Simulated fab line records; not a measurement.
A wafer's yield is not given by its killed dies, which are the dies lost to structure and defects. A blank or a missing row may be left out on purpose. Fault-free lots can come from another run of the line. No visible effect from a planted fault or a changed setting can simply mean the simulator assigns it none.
fab line records	flow berkeley-cmos170
record lots=7	wafers=21	last-day=11
route steps=331 shown FIELD@91 SACOX@97 SCREENOX@100
lots that met no fault: from a run of the same line without faults
start-h: the number of hours between the record's first day and the start of the first shown wafer of the lot	wait-h: hours since the lot's step before	" the same as in the row above	L1.1+2: one row covering several wafers at once	- no value present, or no start provided	* or withheld: withheld	< > ~ a bound
route shown NAME@n: NAME is a module with steps in the file, n the number in the route of the first one	usual: the fault-free wafers' mean and standard deviation	same: alike in all rows	chamber/n: place in a boat	sites: the reading at each site	_std_site: the values' standard deviation	_edge_site: the outer-site mean with the inner-site mean subtracted	radius-mm: how far each site lies from the wafer's centre	mask NAME#n: copy n	behind: the last tool/chamber to shape the wafer	hold: what put the lot on hold/how long, in hours/how the hold closed	device: the n, p or np transistor that did not switch	end of line: the tests these same wafers got at the end of their route	a step given without rows: its recipe and nothing more	killed: not the wafer's yield, but the dies lost to structure and defects at the first sort	map: shows each die of a wafer: x if killed, . if not, _ if none is there
set.NAME: the run value of the setting; set.NAME@STEP: its run value at that earlier step	model.NAME: the simulator's own value behind a step, which no gauge read
lots at selected steps of the route; one table per step, one row per wafer
services: when a tool's chamber went out of use (start-h, in hours from the record's first day, below 0 if earlier), for how many hours, and the reason
## steps
# step UCB170_FIELD_THK_MEAS_02
# recipe reads=SiO2_of_FIELD_OXIDATION_01
# usual FIELD_OXIDE_THK=566/14
lot.wafer	tool	chamber	start-h	wait-h	FIELD_OXIDE_THK[nm]
L706.1	film-metro-01	-	114.56	0.0	550
L706.3	"	-	"	"	547
L706.4	"	-	"	"	553
L711.3	film-metro-01	-	139.28	0.0	577
L711.4	"	-	"	"	582
L711.6	"	-	"	"	573
L718.2	film-metro-02	-	162.22	0.0	567
L718.5	"	-	"	"	559
L718.6	"	-	"	"	565
L716.2	film-metro-02	-	171.47	0.0	571
L716.5	"	-	"	"	569
L716.6	"	-	"	"	576
L725.1	film-metro-02	-	213.29	0.0	563
L725.4	"	-	"	"	577
L725.6	"	-	"	"	565
L727.1	film-metro-01	-	221.66	0.0	570
L727.3	"	-	"	"	580
L727.5	"	-	"	"	576
L726.2	film-metro-04	-	221.67	0.0	559
L726.5	"	-	"	"	561
L726.6	"	-	"	"	561
# step UCB170_FIELD_ANNEAL_03
# recipe temp-c=1000	time-s=1200	ambient=N2
# step UCB170_FIELD_WET_ETCH_04
# recipe chemistry=dHF	dilution=10:1	target=SiO2	temp-c=25	time-s=60
# step UCB170_FIELD_WET_ETCH_05
# recipe chemistry=H3PO4	target=Si3N4	temp-c=160	time-s=12600
# step UCB170_FIELD_WET_ETCH_06
# recipe chemistry=BOE	dilution=5:1	target=SiO2	temp-c=25	time-s=22
# step UCB170_FIELD_THK_MEAS_90
# recipe reads=SiO2_of_FIELD_OXIDATION_01
# usual FIELD_OXIDE_LEFT_1_THK=450/14
lot.wafer	tool	chamber	start-h	wait-h	FIELD_OXIDE_LEFT_1_THK[nm]
L706.1	film-metro-01	-	123.62	0.0	433
L706.3	"	-	"	"	430
L706.4	"	-	"	"	436
L711.3	film-metro-04	-	149.63	0.0	460
L711.4	"	-	"	"	466
L711.6	"	-	"	"	456
L718.2	film-metro-04	-	176.67	0.0	450
L718.5	"	-	"	"	441
L718.6	"	-	"	"	448
L716.2	film-metro-04	-	185.17	0.0	456
L716.5	"	-	"	"	455
L716.6	"	-	"	"	461
L725.1	film-metro-02	-	222.08	0.0	445
L725.4	"	-	"	"	460
L725.6	"	-	"	"	448
L727.1	film-metro-04	-	230.94	0.0	454
L727.3	"	-	"	"	463
L727.5	"	-	"	"	460
L726.2	film-metro-02	-	230.95	0.0	442
L726.5	"	-	"	"	444
L726.6	"	-	"	"	444
# step UCB170_SACOX_CLEAN_00
# recipe chemistry=dHF	dilution=25:1	time-s=7.5
# step UCB170_SACOX_OXIDATION_01
# recipe temp-c=900	ambient=O2	target-thk-a=144	ox-time-s=2400
# step UCB170_SACOX_THK_MEAS_02
# recipe reads=SiO2_of_SACOX_OXIDATION_01
# usual SACOX_OXIDE_THK=14.37/0.25
lot.wafer	tool	chamber	start-h	wait-h	SACOX_OXIDE_THK[nm]
L706.1	film-metro-01	-	126.84	0.1	14.66
L706.3	"	-	"	"	14.88
L706.4	"	-	"	"	14.88
L711.3	film-metro-01	-	154.66	0.0	14.25
L711.4	"	-	"	"	14.01
L711.6	"	-	"	"	13.89
L718.2	film-metro-02	-	184.59	0.0	14.59
L718.5	"	-	"	"	14.44
L718.6	"	-	"	"	14.43
L716.2	film-metro-02	-	191.79	0.0	14.47
L716.5	"	-	"	"	14.55
L716.6	"	-	"	"	14.34
L725.1	film-metro-02	-	228.18	0.0	14.21
L725.4	"	-	"	"	14.28
L725.6	"	-	"	"	14.43
L727.1	film-metro-02	-	237.08	0.0	14.57
L727.3	"	-	"	"	14.50
L727.5	"	-	"	"	14.50
L726.2	film-metro-01	-	237.09	0.0	14.53
L726.5	"	-	"	"	14.53
L726.6	"	-	"	"	14.04
# step UCB170_SCREENOX_WET_ETCH_00
# recipe chemistry=dHF	dilution=25:1	target=SiO2	temp-c=25	time-s=200
# step UCB170_SCREENOX_OXIDATION_01
# recipe temp-c=900	ambient=O2	target-thk-a=144	ox-time-s=2400
# step UCB170_SCREENOX_THK_MEAS_02
# recipe reads=SiO2_of_SCREENOX_OXIDATION_01
# usual SCREENOX_OXIDE_THK=14.46/0.27
lot.wafer	tool	chamber	start-h	wait-h	SCREENOX_OXIDE_THK[nm]
L706.1	film-metro-01	-	132.44	0.1	14.91
L706.3	"	-	"	"	14.84
L706.4	"	-	"	"	14.56
L711.3	film-metro-03	-	159.23	0.0	14.02
L711.4	"	-	"	"	14.20
L711.6	"	-	"	"	14.17
L718.2	film-metro-04	-	191.52	0.0	14.38
L718.5	"	-	"	"	14.63
L718.6	"	-	"	"	14.67
L716.2	film-metro-03	-	196.44	0.0	14.86
L716.5	"	-	"	"	15.09
L716.6	"	-	"	"	14.48
L725.1	film-metro-03	-	236.93	0.0	14.60
L725.4	"	-	"	"	14.76
L725.6	"	-	"	"	14.52
L727.1	film-metro-01	-	246.28	0.0	14.55
L727.3	"	-	"	"	14.40
L727.5	"	-	"	"	14.42
L726.2	film-metro-03	-	246.29	0.0	14.36
L726.5	"	-	"	"	14.40
L726.6	"	-	"	"	14.30
# step UCB170_SCREENOX_ANNEAL_03
# recipe temp-c=900	time-s=900	ambient=N2
# usual spike-tc-centre-C=902.4/1	spike-tc-load-C=920/4.3
lot.wafer	tool	chamber	start-h	wait-h	spike-tc-centre-C	spike-tc-load-C
L706.1	furnace-04	0	139.13	6.7	901.7	927
L706.3	"	0	"	"	900.7	926
L706.4	"	0	"	"	901.8	926
L711.3	furnace-02	0	165.71	6.5	901.6	917
L711.4	"	0	"	"	902.8	915
L711.6	"	0	"	"	903.1	916
L718.2	furnace-01	0	194.38	2.9	902.8	922
L718.5	"	0	"	"	901.5	922
L718.6	"	0	"	"	901.0	922
L716.2	furnace-02	0	197.68	1.2	903.2	918
L716.5	"	0	"	"	902.2	917
L716.6	"	0	"	"	900.1	916
L725.1	furnace-02	-	242.33	5.4	-	-
L725.4	"	-	"	"	-	-
L725.6	"	-	"	"	-	-
L726.2	furnace-04	-	252.38	6.1	-	-
L726.5	"	-	"	"	-	-
L726.6	"	-	"	"	-	-
L727.1	furnace-04	-	252.38	6.1	-	-
L727.3	"	-	"	"	-	-
L727.5	"	-	"	"	-	-
## services
tool	chamber	start-h	hours	kind
furnace-01	-	160.47	17.0	pm
furnace-04	-	241.21	3.4	pm
furnace-01	-	248.85	5.9	repair
## key
first-sign step=UCB170_SCREENOX_ANNEAL_03	reading=tool-record	direction=missing
effect none on later readings
met-at UCB170_SCREENOX_ANNEAL_03
struck-wafers L725.1,L725.4,L725.6,L726.2,L726.5,L726.6,L727.1,L727.3,L727.5
later-rows-left-out L725.1,L725.4,L725.6,L726.2,L726.5,L726.6,L727.1,L727.3,L727.5
sort-left-out L725.1,L725.4,L725.6,L726.2,L726.5,L726.6,L727.1,L727.3,L727.5
tester-left-out L725,L726,L727
onset-between 197.68 242.33
fault kind=skipped-step-whole	tool=furnace-02,furnace-04	chamber=-	onset-h=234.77	steps=UCB170_SCREENOX_ANNEAL_03	scope=struck-lots-only
# tester-left-out: of these lots the tester's yield and bins aren't shown, on N5 and GAA mostly nor the transistor test; their killed dies are dies lost to structure and defects alone, not to doping, threshold or leakage, so they don't give the yield
# sort-left-out: the simulated sort isn't trusted on such a fault, so these wafers' sort isn't shown, and their yield isn't known
# later-rows-left-out: the simulator's readings of these wafers behind a module that went badly wrong aren't trusted and aren't shown, but for the sort
